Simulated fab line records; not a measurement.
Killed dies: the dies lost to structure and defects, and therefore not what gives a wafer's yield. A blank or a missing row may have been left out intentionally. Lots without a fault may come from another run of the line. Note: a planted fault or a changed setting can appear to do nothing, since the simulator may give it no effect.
What tool caused it?    flow berkeley cmos170    15 lots, 45 wafers sampled, at 2 steps of a route of 331

## WHAT THE GAUGES SHOWED, per wafer
UCB170_M1_CD_MEAS_90: target cd 700 nm.
lot   measured      on         cd nm (nm)
L890  day 7 13:38   cd sem-01  698.9 698.5 701.9
L891  day 7 20:10   cd sem-01  699.6 700.3 699.4
L893  day 8 10:17   cd sem-01  700.4 701.5 702.1
L894  day 8 20:03   cd sem-01  719.7 718.8 719.1 719.9 718.6 719.3
L895  day 8 20:54   cd sem-01  715.5 714.4 714.6 715.7 714.6 714.6
L898  day 9 15:58   cd sem-01  717.4 718.2 719.0 717.2 718.5 718.9
L901  day 10 00:35  cd sem-02  702.0 702.7 700.9
L902  day 10 06:17  cd sem-01  700.3 698.3 697.4
L904  day 10 18:23  cd sem-01  696.1 697.6 698.9
L905  day 10 18:34  cd sem-01  698.0 698.6 697.8
L906  day 11 09:09  cd sem-01  704.9 701.7 702.2
L907  day 11 09:31  cd sem-02  697.3 696.8 699.1
L911  day 11 18:28  cd sem-01  698.1 698.0 696.6
L910  day 11 21:23  cd sem-02  700.3 703.1 702.1
L912  day 12 00:05  cd sem-02  699.3 697.9 700.3

## WHICH TOOL RAN EACH LOT (tool, then ch and the chambers of the sampled wafers, then the start)
lot   UCB170_M1_METAL_ETCH_12
L890  rie metal-01 ch 0,1, day 7 13:23
L891  rie metal-01 ch 0, day 7 19:55
L893  rie metal-03 ch 0,1, day 8 10:04
L894  rie metal-01 ch 1, day 8 19:48
L895  rie metal-01 ch 0,1, day 8 20:40
L898  rie metal-01 ch 0,1, day 9 15:44
L901  rie metal-03 ch 0,1, day 10 00:21
L902  rie metal-02 ch 0,1, day 10 06:02
L904  rie metal-02 ch 0,1, day 10 18:06
L905  rie metal-03 ch 0,1, day 10 18:20
L906  rie metal-03 ch 0,1, day 11 08:55
L907  rie metal-02 ch 0,1, day 11 09:16
L911  rie metal-02 ch 0,1, day 11 18:12
L910  rie metal-01 ch 0,1, day 11 21:09
L912  rie metal-02 ch 0,1, day 11 23:50
- UCB170_M1_METAL_ETCH_12: etches Al in Cl2/BCl3, stops on PSG, target depth 780 nm, time 130 s.

## WHAT THE TOOLS THEMSELVES READ (means of the sampled wafers that have a number; where no wafer has one, the mark that the record gives instead)
UCB170_M1_METAL_ETCH_12.
lot   tool          chamber pressure mTorr (mTorr)  drypump motor current A (A)  oes product au (a.u.)  run length s (s)  throttle valve pct (%)
L890  rie metal-01  11.989                          6.1                          0.838                  158.9             24.28
L891  rie metal-01  12.001                          6.1                          0.841                  158.4             24.23
L893  rie metal-03  11.988                          5.5                          0.849                  158.5             24.43
L894  rie metal-01  11.995                          6.2                          0.976                  97.2              24.33
L895  rie metal-01  11.992                          6.1                          0.991                  96.8              24.21
L898  rie metal-01  12.007                          6.1                          0.992                  96.8              24.21
L901  rie metal-03  12.007                          5.3                          0.853                  158.4             24.50
L902  rie metal-02  11.995                          6.4                          0.846                  157.9             24.60
L904  rie metal-02  12.003                          6.2                          0.848                  158.2             24.61
L905  rie metal-03  11.996                          5.4                          0.853                  158.7             24.50
L906  rie metal-03  11.996                          5.3                          0.864                  158.2             24.50
L907  rie metal-02  12.001                          6.2                          0.847                  158.3             24.61
L911  rie metal-02  12.000                          6.4                          0.842                  158.2             24.61
L910  rie metal-01  11.989                          6.2                          0.841                  159.0             24.34
L912  rie metal-02  12.001                          6.4                          0.849                  158.1             24.61

## THE ANSWER, worked out from the rows above alone
Rule: the usual values come from the lots themselves. The widest of any qualifying gaps counts: lots, ordered by their means at a reading, are off when they make up no more than a third of the lots, leave a main group of 4 or more, and stand apart from it by 3 or more times the standard deviation of that group's means. The tables above print the reading to a certain number of digits; a main group whose means all agree to those digits is not used. A lot without any number at a reading at which 4 lots or more have one is off too. Where the step has rows for the other lots, those lots are counted as sound. The gauges are gone through in route order, then the tools' own readings, and for those a lot's mean is taken as printed above. The first step at which some lot is off is used, and at that step the reading that is off furthest; a lot without a number counts as furthest.
Off: L894, L895, L898, at UCB170_M1_CD_MEAS_90 (cd nm). The main group: mean 699.7 nm, standard deviation 1.8.
A tool fits if, at a process step before that reading, it ran every lot that is off, and no sound lot after the first of them. The gauges at UCB170_M1_CD_MEAS_90 aren't tried: what is off there is off at UCB170_M1_METAL_ETCH_12 too, on other tools, and a gauge's error can't cause that. None of those tried fits.

## WHAT THE SIMULATOR HAD INSERTED
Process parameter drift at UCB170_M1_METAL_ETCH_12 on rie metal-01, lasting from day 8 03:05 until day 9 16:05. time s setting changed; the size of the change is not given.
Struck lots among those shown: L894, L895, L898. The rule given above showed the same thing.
